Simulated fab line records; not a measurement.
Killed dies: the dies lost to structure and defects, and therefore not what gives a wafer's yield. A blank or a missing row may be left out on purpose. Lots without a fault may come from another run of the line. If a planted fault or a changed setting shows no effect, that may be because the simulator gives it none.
Which tool did it? + flow berkeley-cmos170 + 14 lots, 41 wafers sampled, at 6 steps of a route of 331

== WHAT THE GAUGES SHOWED, per wafer ==
UCB170_CONTACT_THK_MEAS_02. Usual: CONTACT_PSG_THK 700 nm, standard deviation 5.1.
| lot  | measured     | on            | CONTACT_PSG_THK (nm) | flag |
|------|--------------|---------------|----------------------|------|
| L125 | day 7 05:29  | film-metro-03 | 700 698 698          |      |
| L127 | day 7 16:46  | film-metro-03 | 692 695 691          |      |
| L126 | day 7 20:51  | film-metro-04 | 701 700 697          |      |
| L129 | day 8 04:09  | film-metro-03 | 706 699 704          |      |
| L128 | day 8 04:43  | film-metro-02 | 706 699 698          |      |
| L131 | day 8 21:11  | film-metro-03 | 692 691 687          |      |
| L130 | day 8 23:30  | film-metro-02 | 708 705 704          |      |
| L132 | day 9 01:17  | film-metro-03 | 695 696 696          |      |
| L134 | day 9 04:02  | film-metro-04 | 699 706 695          |      |
| L133 | day 9 05:50  | film-metro-02 | 691 697 699          |      |
| L143 | day 10 11:10 | film-metro-02 | 701 700              |      |
| L144 | day 11 01:26 | film-metro-04 | 713 715 712          |      |
| L148 | day 11 06:39 | film-metro-03 | 696 697 705          |      |
| L147 | day 11 06:40 | film-metro-02 | 711 705 703          |      |

UCB170_M2_RS_MEAS_02: a four-point-probe measurement. Usual: M2_AL_RS 0.0319 ohm/sq, standard deviation 0.00036.
| lot  | measured     | on            | M2_AL_RS (ohm/sq)                         | flag |
|------|--------------|---------------|-------------------------------------------|------|
| L125 | day 7 17:30  | film-metro-01 | 0.0316 0.0314 0.0316                      |      |
| L127 | day 8 03:25  | film-metro-03 | 0.0320 0.0316 0.0319                      |      |
| L126 | day 8 09:40  | film-metro-04 | 0.0322 0.0323 0.0322                      |      |
| L129 | day 8 16:22  | film-metro-04 | 0.0317 0.0318 0.0322                      |      |
| L128 | day 8 16:30  | film-metro-03 | 0.0316 0.0317 0.0316                      |      |
| L131 | day 9 11:40  | film-metro-04 | 0.0316 0.0317 0.0316                      |      |
| L130 | day 9 12:31  | film-metro-01 | 0.0320 0.0322 0.0316                      |      |
| L132 | day 9 12:38  | film-metro-03 | 0.0321 0.0321 0.0321                      |      |
| L134 | day 9 17:21  | film-metro-01 | 0.0320 0.0318 0.0316                      |      |
| L133 | day 9 17:32  | film-metro-03 | 0.0313 0.0319 0.0314                      |      |
| L143 | day 11 01:05 | film-metro-03 | 0.0323 0.0519 0.0322 0.0520               | OFF  |
| L144 | day 11 11:39 | film-metro-01 | 0.0527 0.0323 0.0530 0.0526 0.0324 0.0531 | OFF  |
| L148 | day 11 19:53 | film-metro-03 | 0.0312 0.0321 0.0320                      |      |
| L147 | day 11 20:46 | film-metro-01 | 0.0320 0.0320 0.0318                      |      |

UCB170_M2_THK_MEAS_03: measures by xrf. Usual: M2_AL_THK 903 nm, standard deviation 11.
| lot  | measured     | on            | M2_AL_THK (nm)          | flag |
|------|--------------|---------------|-------------------------|------|
| L125 | day 7 17:37  | film-metro-01 | 921 923 916             |      |
| L127 | day 8 03:31  | film-metro-03 | 901 912 896             |      |
| L126 | day 8 09:47  | film-metro-04 | 886 892 894             |      |
| L129 | day 8 16:29  | film-metro-04 | 909 904 900             |      |
| L128 | day 8 16:37  | film-metro-03 | 911 909 903             |      |
| L131 | day 9 11:47  | film-metro-04 | 911 910 919             |      |
| L130 | day 9 12:38  | film-metro-01 | 903 894 916             |      |
| L132 | day 9 12:45  | film-metro-03 | 889 894 891             |      |
| L134 | day 9 17:28  | film-metro-01 | 906 908 919             |      |
| L133 | day 9 17:38  | film-metro-03 | 914 892 917             |      |
| L143 | day 11 07:36 | film-metro-03 | 889 556 888 555         | OFF  |
| L144 | day 11 17:19 | film-metro-01 | 557 892 553 554 900 550 | OFF  |
| L148 | day 11 20:00 | film-metro-03 | 914 893 894             |      |
| L147 | day 11 20:52 | film-metro-01 | 908 908 906             |      |

== TOOL THAT RAN EACH LOT (tool first, then ch and the chambers of the sampled wafers, then the start) ==
| lot  | UCB170_CONTACT_STRIP_06              | UCB170_CONTACT_RTA_08            | UCB170_M2_SPUTTER_01         |
|------|--------------------------------------|----------------------------------|------------------------------|
| L125 | plasma-asher-03 ch 0,1, day 7 05:59  | rtp-anneal-01 ch 0, day 7 06:44  | pvd-sputter-04, day 7 17:25  |
| L127 | plasma-asher-03 ch 0,1, day 7 17:16  | rtp-anneal-01 ch 0, day 7 17:33  | pvd-sputter-03, day 8 03:19  |
| L126 | plasma-asher-03 ch 0,1, day 7 21:39  | rtp-anneal-01 ch 0, day 7 21:56  | pvd-sputter-04, day 8 09:34  |
| L129 | plasma-asher-03 ch 0,1, day 8 04:40  | rtp-anneal-02 ch 0, day 8 06:33  | pvd-sputter-03, day 8 16:16  |
| L128 | plasma-asher-02 ch 0,1, day 8 05:13  | rtp-anneal-01 ch 0, day 8 06:34  | pvd-sputter-04, day 8 16:23  |
| L131 | plasma-asher-02 ch 0,1, day 8 21:55  | rtp-anneal-02 ch 0, day 8 22:50  | pvd-sputter-04, day 9 11:35  |
| L130 | plasma-asher-03 ch 0,1, day 9 00:29  | rtp-anneal-02 ch 0, day 9 00:47  | pvd-sputter-03, day 9 12:26  |
| L132 | plasma-asher-03 ch 0,1, day 9 02:07  | rtp-anneal-02 ch 0, day 9 02:23  | pvd-sputter-01, day 9 12:33  |
| L134 | plasma-asher-03 ch 0,1, day 9 04:41  | rtp-anneal-02 ch 0, day 9 04:59  | pvd-sputter-04, day 9 17:16  |
| L133 | plasma-asher-03 ch 0,1, day 9 06:25  | rtp-anneal-01 ch 0, day 9 06:50  | pvd-sputter-03, day 9 17:26  |
| L143 | plasma-asher-02 ch 1, day 10 12:03   | rtp-anneal-02 ch 0, day 10 12:26 | pvd-sputter-03, day 11 00:59 |
| L144 | plasma-asher-03 ch 0,1, day 11 01:56 | rtp-anneal-02 ch 0, day 11 02:27 | pvd-sputter-03, day 11 11:34 |
| L148 | plasma-asher-02 ch 0,1, day 11 07:09 | rtp-anneal-02 ch 0, day 11 08:03 | pvd-sputter-04, day 11 19:47 |
| L147 | plasma-asher-03 ch 0,1, day 11 07:11 | rtp-anneal-01 ch 0, day 11 08:07 | pvd-sputter-01, day 11 20:39 |
- UCB170_CONTACT_STRIP_06: strips in O2.
- UCB170_CONTACT_RTA_08: time 10 s.
- UCB170_M2_SPUTTER_01: material Al, target thk 900 nm, time 120 s.

== AS READ BY THE TOOLS THEMSELVES (means over the sampled wafers that have a number; for cases with no such wafer, the mark the record gives instead) ==
UCB170_CONTACT_STRIP_06. Usual: drypump-motor-current-A 5.99 A, standard deviation 0.27; oes-product-au 0.734 a.u., standard deviation 0.0044; strip-time-to-endpoint-s 21.94 s, standard deviation 0.058.
| lot  | tool            | drypump-motor-current-A (A) | oes-product-au (a.u.) | strip-time-to-endpoint-s (s) | flag |
|------|-----------------|-----------------------------|-----------------------|------------------------------|------|
| L125 | plasma-asher-03 | 6.15                        | 0.731                 | 21.86                        |      |
| L127 | plasma-asher-03 | 6.14                        | 0.732                 | 22.08                        |      |
| L126 | plasma-asher-03 | 5.93                        | 0.731                 | 21.92                        |      |
| L129 | plasma-asher-03 | 6.13                        | 0.735                 | 21.88                        |      |
| L128 | plasma-asher-02 | 5.95                        | 0.735                 | 21.95                        |      |
| L131 | plasma-asher-02 | 5.94                        | 0.733                 | 21.89                        |      |
| L130 | plasma-asher-03 | 6.14                        | 0.735                 | 21.91                        |      |
| L132 | plasma-asher-03 | 5.94                        | 0.733                 | 21.96                        |      |
| L134 | plasma-asher-03 | 5.93                        | 0.730                 | 21.91                        |      |
| L133 | plasma-asher-03 | 6.14                        | 0.733                 | 21.95                        |      |
| L143 | plasma-asher-02 | 5.94                        | 0.738                 | 21.95                        |      |
| L144 | plasma-asher-03 | 5.94                        | 0.733                 | 21.94                        |      |
| L148 | plasma-asher-02 | 5.96                        | 0.736                 | 22.01                        |      |
| L147 | plasma-asher-03 | 5.92                        | 0.735                 | 21.90                        |      |

UCB170_CONTACT_RTA_08. Usual: lamp-power-pct 21.2 %, standard deviation 1.4; wafer_temp_C_max 905.5, standard deviation 1.3.
| lot  | tool          | lamp-power-pct (%) | wafer_temp_C_max | flag |
|------|---------------|--------------------|------------------|------|
| L125 | rtp-anneal-01 | 22.5               | 905.3            |      |
| L127 | rtp-anneal-01 | 22.5               | 904.9            |      |
| L126 | rtp-anneal-01 | 22.5               | 905.3            |      |
| L129 | rtp-anneal-02 | 19.7               | 907.9            |      |
| L128 | rtp-anneal-01 | 22.5               | 905.0            |      |
| L131 | rtp-anneal-02 | 19.7               | 906.4            |      |
| L130 | rtp-anneal-02 | 19.7               | 906.3            |      |
| L132 | rtp-anneal-02 | 19.7               | 905.6            |      |
| L134 | rtp-anneal-02 | 19.7               | 906.2            |      |
| L133 | rtp-anneal-01 | 22.5               | 905.5            |      |
| L143 | rtp-anneal-02 | 19.7               | 907.6            |      |
| L144 | rtp-anneal-02 | 19.7               | 905.7            |      |
| L148 | rtp-anneal-02 | 19.7               | 907.1            |      |
| L147 | rtp-anneal-01 | 22.5               | 904.3            |      |

UCB170_M2_SPUTTER_01. Usual: throttle-valve-pct at 29.9 %, with a standard deviation of 1.
| lot  | tool           | throttle-valve-pct (%) | flag |
|------|----------------|------------------------|------|
| L125 | pvd-sputter-04 | 30.2                   |      |
| L127 | pvd-sputter-03 | 30.6                   |      |
| L126 | pvd-sputter-04 | 30.1                   |      |
| L129 | pvd-sputter-03 | 30.5                   |      |
| L128 | pvd-sputter-04 | 29.2                   |      |
| L131 | pvd-sputter-04 | 29.7                   |      |
| L130 | pvd-sputter-03 | 29.7                   |      |
| L132 | pvd-sputter-01 | 30.5                   |      |
| L134 | pvd-sputter-04 | 29.8                   |      |
| L133 | pvd-sputter-03 | 29.6                   |      |
| L143 | pvd-sputter-03 | 30.1                   |      |
| L144 | pvd-sputter-03 | 30.2                   |      |
| L148 | pvd-sputter-04 | 29.8                   |      |
| L147 | pvd-sputter-01 | 30.3                   |      |

== THE ANSWER, worked out from the rows above alone ==
Rule: a lot counts as off when the mean over its wafers that have a number is more than 3 standard deviations away from the usual mean. A lot without any number at a reading at which 4 lots or more have one is off too. Any other lot the step has rows for is counted as sound. After the gauges, taken in route order, come the tools' own readings; for these a lot's mean is taken, as printed above. At the first step where some lot is off, the reading lying furthest off is the one used; lots without a number count as furthest.
Off: L143, L144, at UCB170_M2_RS_MEAS_02 (M2_AL_RS).
If a tool, at a process step before that reading, ran all the lots that are off and no sound lot after the first of them, it fits. Those tools and the gauges at UCB170_M2_RS_MEAS_02 are tried in the same way. One fits: UCB170_M2_SPUTTER_01 on pvd-sputter-03. A fault onset in the window from L133 (day 9 17:26, its last sound lot) to L143 (day 11 00:59, its first lot off) fits.

== WHAT THE SIMULATOR HAD INSERTED ==
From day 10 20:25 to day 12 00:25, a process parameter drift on pvd-sputter-03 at UCB170_M2_SPUTTER_01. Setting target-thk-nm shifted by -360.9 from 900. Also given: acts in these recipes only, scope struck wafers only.
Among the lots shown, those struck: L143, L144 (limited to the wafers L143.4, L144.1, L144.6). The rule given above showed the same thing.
